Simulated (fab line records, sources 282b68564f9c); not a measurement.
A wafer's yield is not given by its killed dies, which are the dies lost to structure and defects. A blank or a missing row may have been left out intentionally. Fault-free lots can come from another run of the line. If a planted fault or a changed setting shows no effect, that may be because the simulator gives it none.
fab line records    flow rit-cmos
[record] lots = 15  wafers = 45  last-day = 8
route steps=202 shown PWELL@42 M1@202
lots that met no fault: from a run of the same line without faults
start-h: start of the lot's first displayed wafer, in hours after the record's first day    wait-h: hours elapsed since this lot's preceding step    " repeats the value in the row above    L1.1+2: one row covering several wafers at once    - either no value or no given start    * or withheld: withheld    < > ~ a bound
route shown NAME@n: NAME is a module with steps in the file, n the number in the route of the first one    usual: the fault-free wafers' mean and standard deviation    same: alike in all rows    chamber/n: place in a boat    sites: readings site by site    _std_site: how widely they spread, as a standard deviation    _edge_site: the outer-site mean with the inner-site mean subtracted    radius-mm: how far each site lies from the wafer's centre    mask NAME#n: copy n    behind: the most recent tool/chamber to have shaped the wafer    hold: why the lot was held/for how many hours/how that ended    device: which transistor (n, p or np) failed to switch    end of line: at the end of the route, the tests of the same wafers    step lacking rows: just its recipe    killed: dies lost to structure and defects at the first sort, not the wafer's yield    map: the dies of a wafer, with x for killed, . for not killed, _ for no die there
set.NAME: the setting the step ran with; set.NAME@STEP: the setting that earlier step ran with    model.NAME: the simulator's own value behind a step, which no gauge read
steps of the route over a sample of lots; a table a step, a row a wafer
services: a tool's chamber out of use, with start hour (start-h, from the record's first day; less than 0 if before it), hours out, and reason
[[steps]]
[step RIT_PWELL_EXPOSE_03]
[recipe] mask-id = M3  na = 0.57  target-cd-nm = 43700  dose-mj = 250
lot.wafer   tool              chamber  start-h  wait-h  mask
L195.1+3+4  iline-stepper-02  0        21.73    0.1     M3#0
L196.2+3+6  iline-stepper-02  0        28.68    0.1     M3#0
L197.2+3+6  iline-stepper-01  0        32.19    0.2     M3#0
L198.1+2+6  iline-stepper-02  0        39.38    0.3     M3#0
L199.1+4+6  iline-stepper-01  0        44.47    0.2     M3#0
L200.1+2+5  iline-stepper-02  0        49.28    0.3     M3#0
L201.1+2+6  iline-stepper-01  0        53.32    0.2     M3#0
L203.1+3+4  iline-stepper-01  0        61.99    0.3     M3#0
L207.1+2+3  iline-stepper-01  0        83.04    0.3     M3#0
L208.2+3+4  iline-stepper-02  0        92.89    0.3     M3#0
L209.2+5+6  iline-stepper-02  0        94.33    0.1     M3#0
L210.1+5+6  iline-stepper-02  0        97.36    0.1     M3#0
L213.1+2+4  iline-stepper-02  0        115.78   0.2     M3#0
L214.2+4+5  iline-stepper-02  0        128.36   0.2     M3#0
L218.2+4+6  iline-stepper-02  0        145.48   0.2     M3#0
[step RIT_PWELL_OVL_MEAS_06]
[usual] PWELL_OVL = 0.2/1.2
lot.wafer  tool        chamber  start-h  wait-h  hold                      PWELL_OVL[nm]
L195.1     overlay-01  -        22.16    -       -                         -0.4
L195.3     "           -        "        "       -                         0.3
L195.4     "           -        "        "       -                         0.3
L196.2     overlay-01  -        29.10    -       -                         -1.0
L196.3     "           -        "        "       -                         -1.6
L196.6     "           -        "        "       -                         -1.9
L197.2     overlay-01  -        32.60    -       -                         -0.2
L197.3     "           -        "        "       -                         0.4
L197.6     "           -        "        "       -                         -0.4
L198.1     overlay-02  -        39.81    -       -                         -1.1
L198.2     "           -        "        "       -                         -0.3
L198.6     "           -        "        "       -                         -0.7
L199.1     overlay-02  -        44.90    -       -                         1.1
L199.4     "           -        "        "       -                         1.5
L199.6     "           -        "        "       -                         0.2
L200.1     overlay-01  -        49.72    -       -                         2.5
L200.2     "           -        "        "       -                         1.4
L200.5     "           -        "        "       -                         1.4
L201.1     overlay-01  -        53.75    -       await-dispo/0.2h/release  -
L201.2     "           -        "        "       await-dispo/0.2h/release  -
L201.6     "           -        "        "       await-dispo/0.2h/release  -
L201.1     overlay-01  -        53.95    0.2     -                         -
L201.2     "           -        "        "       -                         -
L201.6     "           -        "        "       -                         -
L203.1     overlay-02  -        62.46    -       await-dispo/0.2h/release  -
L203.3     "           -        "        "       await-dispo/0.2h/release  -
L203.4     "           -        "        "       await-dispo/0.2h/release  -
L203.1     overlay-02  -        62.66    0.2     -                         -
L203.3     "           -        "        "       -                         -
L203.4     "           -        "        "       -                         -
L207.1     overlay-02  -        83.58    -       await-dispo/0.2h/release  -
L207.2     "           -        "        "       await-dispo/0.2h/release  -
L207.3     "           -        "        "       await-dispo/0.2h/release  -
L207.1     overlay-02  -        83.79    0.2     -                         -
L207.2     "           -        "        "       -                         -
L207.3     "           -        "        "       -                         -
L208.2     overlay-01  -        93.31    -       -                         0.2
L208.3     "           -        "        "       -                         -0.5
L208.4     "           -        "        "       -                         0.0
L209.2     overlay-02  -        94.74    -       -                         2.5
L209.5     "           -        "        "       -                         2.2
L209.6     "           -        "        "       -                         1.1
L210.1     overlay-01  -        97.79    -       -                         0.5
L210.5     "           -        "        "       -                         2.1
L210.6     "           -        "        "       -                         0.8
L213.1     overlay-02  -        116.21   -       -                         1.9
L213.2     "           -        "        "       -                         0.7
L213.4     "           -        "        "       -                         1.2
L214.2     overlay-02  -        128.78   -       -                         0.8
L214.4     "           -        "        "       -                         -1.2
L214.5     "           -        "        "       -                         1.5
L218.2     overlay-01  -        145.89   -       -                         0.8
L218.4     "           -        "        "       -                         -0.1
L218.6     "           -        "        "       -                         -0.4
[step RIT_M1_PROBE_99]
[usual] defect-limited-yield = 97.2/1.2  killed-at-contacts = 0.1/0.27  killed-at-front-end = 7/3.1  killed-dies = 7/3.2  killed-open = 3.8/2.1  killed-short = 3.6/2  sort_bin_3_pad_short = 0.1/0.22  sort_bin_5_function = 1.7/0.8  sort_bin_6_memory = 1.0/0.64  sort-n-pass = 257/3.2  sort-yield-pct = 97.2/1.2
[same] gross-dies = 264  killed_at_M0_to_M3 = 0  killed_at_M4_up = 0  killed-at-back-side = 0  killed-at-other = 0
lot.wafer  tool       chamber  start-h  wait-h  defect-limited-yield[%]  killed-at-contacts  killed-at-front-end  killed-dies  killed-open  killed-short  sort_bin_3_pad_short[%]  sort_bin_5_function[%]  sort_bin_6_memory[%]  sort-n-pass  sort-yield-pct[%]
L208.2     prober-02  -        132.16   0.1     99.6                     0                   1                    1            1            0             0                        0.4                     0                     263          99.6
L208.3     prober-02  -        132.21   0.2     98.1                     0                   5                    5            3            2             0                        0.8                     1.1                   259          98.1
L208.4     prober-02  -        132.26   0.2     98.9                     0                   3                    3            1            2             0                        0.8                     0.4                   261          98.9
L210.1     prober-01  -        140.04   0.1     97.3                     0                   7                    7            4            3             0.4                      1.5                     0.8                   257          97.3
L210.5     prober-01  -        140.24   0.2     97.7                     0                   6                    6            2            4             0                        1.1                     1.1                   258          97.7
L210.6     prober-01  -        140.29   0.2     96.2                     0                   10                   10           6            4             0.4                      2.3                     1.1                   254          96.2
L209.2     prober-01  -        141.59   0.1     97.3                     0                   7                    7            5            2             0                        1.5                     1.1                   257          97.3
L209.5     prober-01  -        141.74   0.2     98.9                     0                   3                    3            1            2             0                        0.4                     0.8                   261          98.9
L209.6     prober-01  -        141.79   0.2     96.2                     0                   10                   10           8            2             0                        2.3                     1.5                   254          96.2
// killed by level:class
L208.2 GATE:geometric-particle:open=1
L208.3 FOX1:geometric-particle:short=1 GATE:geometric-particle:open=1 SPACER:geometric-particle:open=1 SILICIDE:geometric-particle:short=1 SILICIDE:geometric-particle:open=1
L208.4 SPACER:geometric-particle:short=2 REOX:geometric-particle:open=1
L210.1 FOX1:geometric-particle:open=1 GATE:geometric-particle:short=1 GATE:geometric-particle:open=1 REOX:geometric-particle:open=1 REOX:geometric-particle:short=1 SPACER:geometric-particle:short=1 SILICIDE:geometric-particle:open=1
L210.5 GATE:geometric-particle:short=3 FOX2:geometric-particle:short=1 GATE:geometric-particle:open=1 SPACER:geometric-particle:open=1
L210.6 SILICIDE:geometric-particle:open=3 FOX1:geometric-particle:short=2 ACTIVE:geometric-particle:open=1 FOX2:geometric-particle:open=1 SPACER:geometric-particle:short=1 SPACER:geometric-particle:open=1 SILICIDE:geometric-particle:short=1
L209.2 SPACER:geometric-particle:open=2 FOX1:geometric-particle:open=1 FOX1:geometric-particle:short=1 GATE:geometric-particle:short=1 GATE:geometric-particle:open=1 SILICIDE:geometric-particle:open=1
L209.5 GATE:geometric-particle:open=1 REOX:geometric-particle:short=1 SPACER:geometric-particle:short=1
L209.6 GATE:geometric-particle:open=6 SPACER:geometric-particle:open=2 GATE:geometric-particle:short=1 SILICIDE:geometric-particle:short=1
[[services]]
tool              chamber  start-h  hours  kind
iline-stepper-01  -        35.63    7.5    repair
iline-stepper-02  -        60.80    1.7    pm
iline-stepper-01  -        73.14    2.1    pm
iline-stepper-01  -        75.23    -      consumable-replace:lamp
iline-stepper-02  -        120.50   3.4    repair
iline-stepper-01  -        140.96   1.7    pm
[[key]]
[first-sign] step = RIT_PWELL_OVL_MEAS_06  reading = visit  direction = added
[effect] step = RIT_PWELL_OVL_MEAS_06  reading = hold  direction = added
met-at RIT_PWELL_EXPOSE_03
struck-lots L201,L203,L207
scrapped-behind RIT_PWELL_OVL_MEAS_06 L201.1,L201.2,L201.6,L203.1,L203.3,L203.4,L207.1,L207.2,L207.3
onset-between 44.47 53.32
[fault] kind = scanner-matching-overlay  tool = iline-stepper-01  chamber = -  onset-h = 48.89  steps = RIT_PWELL_EXPOSE_03  offset = 6218.2
